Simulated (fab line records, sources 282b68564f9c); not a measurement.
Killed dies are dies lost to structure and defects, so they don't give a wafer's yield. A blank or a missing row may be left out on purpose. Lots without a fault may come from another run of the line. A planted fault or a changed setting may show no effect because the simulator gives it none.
Tool commonality check | flow rit_cmos | 15 lots, 45 wafers sampled

WHY IT WAS OPENED
At RIT_PWELL_TW_MEAS_10 the reading PWELL_TW is flagged on 3 of 15 lots. Wafers without a fault read 948, standard deviation 7.8.
Rule: a lot is flagged when every wafer of it that has a number lies more than 4 standard deviations from that mean, or none has a number. The other lots count as sound.

lot  | measured    | on            | PWELL_TW, wafer by wafer | flag
L631 | day 2 09:25 | film_metro-01 | 950 953 950              |
L632 | day 2 13:51 | film_metro-01 | 952 949 952              |
L634 | day 2 23:26 | film_metro-03 | 952 947 954              |
L635 | day 3 06:11 | film_metro-02 | 936 947 940              |
L636 | day 3 09:50 | film_metro-03 | 950 951 947              |
L637 | day 3 14:44 | film_metro-01 | 953 952 947              |
L638 | day 3 19:42 | film_metro-01 | 949 950 946              |
L639 | day 4 00:28 | film_metro-02 | 942 939 941              |
L641 | day 4 11:19 | film_metro-03 | 957 957 957              |
L644 | day 5 01:48 | film_metro-02 | 935 935 934              |
L646 | day 5 11:45 | film_metro-01 | 950 955 957              |
L648 | day 5 21:23 | film_metro-01 | 30 30 30                 | FLAGGED
L649 | day 6 03:53 | film_metro-02 | 29 29 29                 | FLAGGED
L650 | day 6 08:22 | film_metro-03 | 30 30 30                 | FLAGGED
L652 | day 6 17:34 | film_metro-01 | 937 940 941              |
The numbers of the flagged lots are 30 on average: -918 against the usual, or -99 or more standard deviations.

WHICH TOOL RAN EACH LOT
The record holds 1 process step before the reading, out of a route of 202 steps. In each cell: the tool, then ch and the chambers that the sampled wafers went through, then the start.
lot  | flag    | RIT_NWELL_STRIP_09
L631 |         | plasma_asher-04 ch 0,1, day 2 07:30
L632 |         | plasma_asher-01 ch 1, day 2 11:50
L634 |         | plasma_asher-04 ch 1, day 2 21:42
L635 |         | plasma_asher-04 ch 0,1, day 3 04:13
L636 |         | plasma_asher-03 ch 0,1, day 3 07:59
L637 |         | plasma_asher-01 ch 0,1, day 3 12:43
L638 |         | plasma_asher-04 ch 0,1, day 3 17:53
L639 |         | plasma_asher-04 ch 0,1, day 3 22:37
L641 |         | plasma_asher-04 ch 0,1, day 4 09:31
L644 |         | plasma_asher-03 ch 0,1, day 4 23:51
L646 |         | plasma_asher-04 ch 0,1, day 5 09:53
L648 | FLAGGED | plasma_asher-01 ch 0,1, day 5 19:39
L649 | FLAGGED | plasma_asher-01 ch 0,1, day 6 02:11
L650 | FLAGGED | plasma_asher-04 ch 1, day 6 06:37
L652 |         | plasma_asher-03 ch 0,1, day 6 15:43
What these steps do:
- RIT_NWELL_STRIP_09: strips in O2, time 180 s.
- RIT_PWELL_TW_MEAS_10

FLAGGED OVER TOTAL, TOOL BY TOOL (the gauges that took the reading come last)
step                 | tool            | lots run | flagged | share of the flagged lots | sound lots run after its first flagged lot
RIT_NWELL_STRIP_09   | plasma_asher-01 | 4        | 2       | some                      | 0
RIT_NWELL_STRIP_09   | plasma_asher-03 | 3        | 0       | none                      | -
RIT_NWELL_STRIP_09   | plasma_asher-04 | 8        | 1       | some                      | 0
RIT_PWELL_TW_MEAS_10 | film_metro-01   | 7        | 1       | some                      | 1 (L652)
RIT_PWELL_TW_MEAS_10 | film_metro-02   | 4        | 1       | some                      | 0
RIT_PWELL_TW_MEAS_10 | film_metro-03   | 4        | 1       | some                      | 0

WHAT THE TABLE ALLOWS
No row of the table ran every flagged lot.

WHAT THE SIMULATOR HAD PUT IN
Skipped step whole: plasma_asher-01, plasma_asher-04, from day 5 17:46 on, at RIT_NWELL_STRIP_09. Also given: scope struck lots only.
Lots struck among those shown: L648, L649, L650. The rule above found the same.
